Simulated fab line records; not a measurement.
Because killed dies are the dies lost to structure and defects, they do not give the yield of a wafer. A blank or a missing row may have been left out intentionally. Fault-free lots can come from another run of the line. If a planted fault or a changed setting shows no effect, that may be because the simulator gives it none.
Code-filled problem report in 8D (eight disciplines) form + flow rit_cmos + the parts of the form that need people (team, actions taken, sign-off) are left out

## 1. THE ISSUE
At RIT_M1_PROBE_99, killed_at_front_end averages 35.0 over 3 wafers from 2 lots, while fault-free wafers read 7.3, standard deviation 2.8. That puts it +9.9 standard deviations away from the usual mean.
First observed at day 7 07:03: wafer L704.3, on prober-01. The record holds 12 wafers of 4 lots with a number at this step. Rule for "out" (also "out of limits"): further than 4 standard deviations from the usual mean. The rest of the wafers with a number are treated as sound.

## 2. WHAT THIS IS AND IS NOT
| question                    | is                               | is not                                                             |
|-----------------------------|----------------------------------|--------------------------------------------------------------------|
| which readings at this step | killed_at_front_end, killed_dies | killed_at_M0_to_M3, killed_at_contacts, killed_open, killed_short  |
| which lots                  | L704, L708                       | L701, L703                                                         |
| which wafers of those lots  | L704.3, L704.6, L708.4           | L704.1, L708.3, L708.6                                             |
| read on which tools         | prober-01                        | prober-02                                                          |
| when                        | from day 7 07:03                 | up to then (7 sound wafers); but 2 sound wafers of L708 came after |

## 3. THE SUSPECTS, EACH WITH WHAT RULES IT OUT
Counting: any tool at a process step up to the reading remains a suspect provided it ran every lot that is out. Sound lots after the first of them don't rule it out here, since some wafers of a struck lot are sound.
- rie_si-02 at RIT_GATE_ETCH_19 (etches poly-Si in SF6/CHF3/O2, stops on SiO2, time 165 s, target depth 312.5 nm): kept. It ran every lot that is out, first L704 (day 5 23:10).
- rtp_anneal-01 at RIT_SDANNEAL_RTA_03 (time 5 s): kept. It ran every lot that is out, first L704 (day 6 13:38).
- prober-01 at RIT_M1_PROBE_99: kept. It ran every lot that is out, first L704 (day 7 06:57). Out on those wafers are its own readings of killed_at_front_end, killed_dies.
- In rie_si-02 at RIT_GATE_ETCH_19, the wafers that are out were processed in chamber 3 and their sound lot-mates in chambers 0, 1.
Still standing after the count: rie_si-02 at RIT_GATE_ETCH_19, rtp_anneal-01 at RIT_SDANNEAL_RTA_03, prober-01 at RIT_M1_PROBE_99.

## 4. THE CAUSE (what the simulator had put in)
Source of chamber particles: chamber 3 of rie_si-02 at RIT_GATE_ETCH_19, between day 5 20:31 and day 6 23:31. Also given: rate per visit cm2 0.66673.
Counting leaves 3 suspects; this tool is one of them.

## 5. THE EFFECT CHAIN, in route order
One row per reading whose mean, taken over the struck wafers that have a number, lies over 3 standard deviations from the usual. Only readings whose record carries a usual standard deviation are examined. hours: median over the lots of the time between each lot's start at the first step of this table that gives one and its start at this step. sigmas: the change, counted in usual standard deviations.
| hours | step            | reading             | usual | on struck wafers | change | sigmas |
|-------|-----------------|---------------------|-------|------------------|--------|--------|
| 0     | RIT_M1_PROBE_99 | killed_at_front_end | 7.3   | 35.0             | +27.7  | +9.9   |
| 0     | RIT_M1_PROBE_99 | killed_dies         | 7.3   | 35.0             | +27.7  | +9.9   |
It contains these process steps:
- RIT_M1_PROBE_99

## 6. WHAT WOULD HAVE CAUGHT IT SOONER
In this record no reading fell out of limits until day 7 07:03, 35 hours after the fault had begun at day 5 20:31.
Tool readings at RIT_GATE_ETCH_19 with a usual standard deviation given in the record: none out on any struck wafer, hence no alarm at a limit of 4 standard deviations on them.
The start of RIT_GATE_ETCH_19 on rie_si-02 came by day 7 07:03 for every one of the lots that are out (2). Tool hold at that time: it would have spared none of them.
